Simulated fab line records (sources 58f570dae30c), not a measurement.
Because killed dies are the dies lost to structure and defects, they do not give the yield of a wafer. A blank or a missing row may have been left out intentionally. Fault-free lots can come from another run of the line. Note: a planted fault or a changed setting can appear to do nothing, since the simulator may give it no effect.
Matching of chambers || flow berkeley_cmos170 || rie_si-01 running UCB170_GATE_ETCH_15: 4 sister chambers
The step etches poly-Si in HBr/Cl2, stops on SiO2, time 56.3 s, target depth 278.2 nm. 18 wafers are shown with their chamber, then 9 later ones without.

## WAFERS WITH THEIR CHAMBER
{"wafer": "L817.1", "chamber": 2, "throttle_valve_pct (%)": 26.20, "drypump_motor_current_A (A)": 5.9, "run_length_s (s)": 84.1}
{"wafer": "L817.3", "chamber": 0, "throttle_valve_pct (%)": 26.42, "drypump_motor_current_A (A)": 5.4, "run_length_s (s)": 83.7}
{"wafer": "L817.6", "chamber": 3, "throttle_valve_pct (%)": 26.79, "drypump_motor_current_A (A)": 4.9, "run_length_s (s)": 84.3}
{"wafer": "L819.1", "chamber": 0, "throttle_valve_pct (%)": 26.44, "drypump_motor_current_A (A)": 5.5, "run_length_s (s)": 83.8}
{"wafer": "L819.2", "chamber": 2, "throttle_valve_pct (%)": 26.22, "drypump_motor_current_A (A)": 5.9, "run_length_s (s)": 83.8}
{"wafer": "L819.5", "chamber": 2, "throttle_valve_pct (%)": 26.20, "drypump_motor_current_A (A)": 5.9, "run_length_s (s)": 83.7}
{"wafer": "L818.2", "chamber": 2, "throttle_valve_pct (%)": 26.22, "drypump_motor_current_A (A)": 5.8, "run_length_s (s)": 83.6}
{"wafer": "L818.3", "chamber": 3, "throttle_valve_pct (%)": 26.81, "drypump_motor_current_A (A)": 4.9, "run_length_s (s)": 84.5}
{"wafer": "L818.5", "chamber": 2, "throttle_valve_pct (%)": 26.20, "drypump_motor_current_A (A)": 5.8, "run_length_s (s)": 84.3}
{"wafer": "L822.2", "chamber": 0, "throttle_valve_pct (%)": 26.44, "drypump_motor_current_A (A)": 5.5, "run_length_s (s)": 84.6}
{"wafer": "L822.3", "chamber": 2, "throttle_valve_pct (%)": 26.21, "drypump_motor_current_A (A)": 5.9, "run_length_s (s)": 83.8}
{"wafer": "L822.5", "chamber": 1, "throttle_valve_pct (%)": 26.64, "drypump_motor_current_A (A)": 6.1, "run_length_s (s)": 84.6}
{"wafer": "L823.2", "chamber": 2, "throttle_valve_pct (%)": 26.22, "drypump_motor_current_A (A)": 5.8, "run_length_s (s)": 83.8}
{"wafer": "L823.5", "chamber": 3, "throttle_valve_pct (%)": 26.79, "drypump_motor_current_A (A)": 4.9, "run_length_s (s)": 84.4}
{"wafer": "L823.6", "chamber": 0, "throttle_valve_pct (%)": 26.44, "drypump_motor_current_A (A)": 5.5, "run_length_s (s)": 84.3}
{"wafer": "L832.1", "chamber": 2, "throttle_valve_pct (%)": 26.21, "drypump_motor_current_A (A)": 5.8, "run_length_s (s)": 83.6}
{"wafer": "L832.3", "chamber": 1, "throttle_valve_pct (%)": 26.65, "drypump_motor_current_A (A)": 6.1, "run_length_s (s)": 84.4}
{"wafer": "L832.6", "chamber": 0, "throttle_valve_pct (%)": 26.43, "drypump_motor_current_A (A)": 5.5, "run_length_s (s)": 84.0}

SIGNATURES (averages over the wafers above)
{"reading": "throttle_valve_pct", "chamber 0": 26.4340, "chamber 1": 26.6450, "chamber 2": 26.2100, "chamber 3": 26.7967, "scatter within a chamber": 0.0094}
{"reading": "drypump_motor_current_A", "chamber 0": 5.480, "chamber 1": 6.100, "chamber 2": 5.850, "chamber 3": 4.900, "scatter within a chamber": 0.0447}
{"reading": "run_length_s", "chamber 0": 84.080, "chamber 1": 84.500, "chamber 2": 83.837, "chamber 3": 84.400, "scatter within a chamber": 0.268}
Rule: a wafer's distance from a chamber is the root of the sum, over the readings, of the square of ((its reading less the chamber's mean) divided by the reading's scatter). The wafer belongs to the nearest chamber; if the next one is less than 2 further off, it can't be placed. How the scatter is found: for the shown wafers, subtract from each reading the mean of its chamber, square and add these, divide the total by (wafers less chambers), then take the root.

## WAFERS WITHOUT THEIR CHAMBER
{"wafer": "L835.3", "throttle_valve_pct (%)": 26.65, "drypump_motor_current_A (A)": 6.1, "run_length_s (s)": 84.3}
{"wafer": "L835.5", "throttle_valve_pct (%)": 26.79, "drypump_motor_current_A (A)": 4.9, "run_length_s (s)": 84.7}
{"wafer": "L835.6", "throttle_valve_pct (%)": 26.21, "drypump_motor_current_A (A)": 5.8, "run_length_s (s)": 83.9}
{"wafer": "L834.3", "throttle_valve_pct (%)": 26.23, "drypump_motor_current_A (A)": 5.9, "run_length_s (s)": 83.7}
{"wafer": "L834.4", "throttle_valve_pct (%)": 26.42, "drypump_motor_current_A (A)": 5.5, "run_length_s (s)": 84.3}
{"wafer": "L834.5", "throttle_valve_pct (%)": 26.81, "drypump_motor_current_A (A)": 4.9, "run_length_s (s)": 84.1}
{"wafer": "L837.2", "throttle_valve_pct (%)": 26.45, "drypump_motor_current_A (A)": 5.5, "run_length_s (s)": 84.0}
{"wafer": "L837.3", "throttle_valve_pct (%)": 26.80, "drypump_motor_current_A (A)": 4.9, "run_length_s (s)": 84.2}
{"wafer": "L837.4", "throttle_valve_pct (%)": 26.22, "drypump_motor_current_A (A)": 5.9, "run_length_s (s)": 84.0}

## EACH ONE'S CHAMBER
{"wafer": "L835.3", "from the rows above": 1, "in truth": 1}
{"wafer": "L835.5", "from the rows above": 3, "in truth": 3}
{"wafer": "L835.6", "from the rows above": 2, "in truth": 2}
{"wafer": "L834.3", "from the rows above": 2, "in truth": 2}
{"wafer": "L834.4", "from the rows above": 0, "in truth": 0}
{"wafer": "L834.5", "from the rows above": 3, "in truth": 3}
{"wafer": "L837.2", "from the rows above": 0, "in truth": 0}
{"wafer": "L837.3", "from the rows above": 3, "in truth": 3}
{"wafer": "L837.4", "from the rows above": 2, "in truth": 2}
Correct placement for 9 of the 9. Can't be placed from these rows: 0. Placed wrongly: 0.
